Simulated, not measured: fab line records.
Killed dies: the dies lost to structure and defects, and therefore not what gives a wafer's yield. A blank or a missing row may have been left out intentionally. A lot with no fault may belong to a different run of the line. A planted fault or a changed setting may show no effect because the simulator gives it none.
8D (eight disciplines) problem report, filled in by code || flow rit-cmos || the parts of the form that need people (team, actions taken, sign-off) are left out

## 1. WHAT WENT WRONG
Mean SILICIDE_TI_RS at RIT_SILICIDE_RS_MEAS_02: 52.4 ohm/sq over 2 wafers in 2 lots; fault-free wafers: 47.9 ohm/sq, standard deviation 0.62. That puts it +7.2 standard deviations away from the usual mean.
The step: measures by four-point-probe.
First observed at day 6 23:25: wafer L123.4, on film-metro-01. Wafers with a number at this step in the record: 42, from 14 lots. The rule behind "out" and "out of limits": a value lying over 4 standard deviations away from the usual mean. The other wafers with a number count as sound.

## 2. WHAT IT IS, WHAT IT ISN'T
{"question": "which readings at this step", "is": "SILICIDE_TI_RS", "is not": "-"}
{"question": "which lots", "is": "L123, L125", "is not": "L106, L108, L111, L114, L115, L116, L117, L118, L120, L124, L127, L129"}
{"question": "which wafers of those lots", "is": "L123.4, L125.5", "is not": "L123.1, L123.3, L125.2, L125.4"}
{"question": "read on which gauges", "is": "film-metro-01", "is not": "film-metro-02, film-metro-03"}
{"question": "when", "is": "from day 6 23:25", "is not": "up to then (29 sound wafers); but 11 sound wafers of L124, L125, L127, L129 came after"}

## 3. WHAT RULES OUT EACH SUSPECT
Counting: if a tool at a process step up to the reading ran every lot that is out, it stays a suspect. Sound lots after the first of them don't rule it out here, since some wafers of a struck lot are sound.
- ruled out: the gauge at RIT_SILICIDE_RS_MEAS_02. All the wafers that are out were read on film-metro-01, but those of them that RIT_SILICIDE_SPUTTER_01 has rows for are out there too, on other tools.
- pvd-sputter-04 at RIT_SILICIDE_SPUTTER_01 (material Ti, target thk 30 nm, time 240 s): kept. Ran every lot that is out, first one L123 (day 6 23:16); last sound lot up to then L120 (day 6 08:11). Its own readings are out on those wafers: cathode-dc-power-W.
Left after counting: pvd-sputter-04 at RIT_SILICIDE_SPUTTER_01.

## 4. THE CAUSE (what the simulator had put in)
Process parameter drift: pvd-sputter-04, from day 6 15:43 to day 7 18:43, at RIT_SILICIDE_SPUTTER_01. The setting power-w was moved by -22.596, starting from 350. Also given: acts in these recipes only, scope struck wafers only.
This tool alone remained once counting was done.

## 5. SEQUENCE OF EFFECTS, ordered by route
Each row: a reading whose mean over the struck wafers that have a number lies more than 3 standard deviations from the usual. Scope: only readings with a usual standard deviation given in the record; hours: median across lots of the time from each lot's start at the first step in this table that gives one to its start at this step; sigmas: change in usual standard deviations.
{"hours": 0, "step": "RIT_SILICIDE_SPUTTER_01", "reading": "cathode-dc-power-W", "usual": "349.99 W", "on struck wafers": 327.38, "change": -22.61, "sigmas": "-99 or more"}
{"hours": 0, "step": "RIT_SILICIDE_RS_MEAS_02", "reading": "SILICIDE_TI_RS", "usual": "47.9 ohm/sq", "on struck wafers": 52.4, "change": "+4.5", "sigmas": "+7.2"}
{"hours": 3, "step": "RIT_SILICIDE_THK_MEAS_03", "reading": "SILICIDE_TI_THK", "usual": "30.0 nm", "on struck wafers": 28.0, "change": -2.0, "sigmas": -5.9}
Here are the process steps it includes:
- RIT_SILICIDE_SPUTTER_01: material Ti, target thk 30 nm, time 240 s.

## 6. HOW IT WOULD HAVE BEEN CAUGHT EARLIER
The first out-of-limits reading at a measuring or inspecting step in this record came at day 6 23:25, 8 hours after the fault's start at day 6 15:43.
At RIT_SILICIDE_SPUTTER_01, the tool's own readings (cathode-dc-power-W) were out on each struck wafer the step has a row for, so an alarm limit on them would have fired on the first such wafer.
L125, from the lots that are out (2), started RIT_SILICIDE_SPUTTER_01 on pvd-sputter-04 later than day 6 23:25. Putting the tool on hold at that point would have spared it.
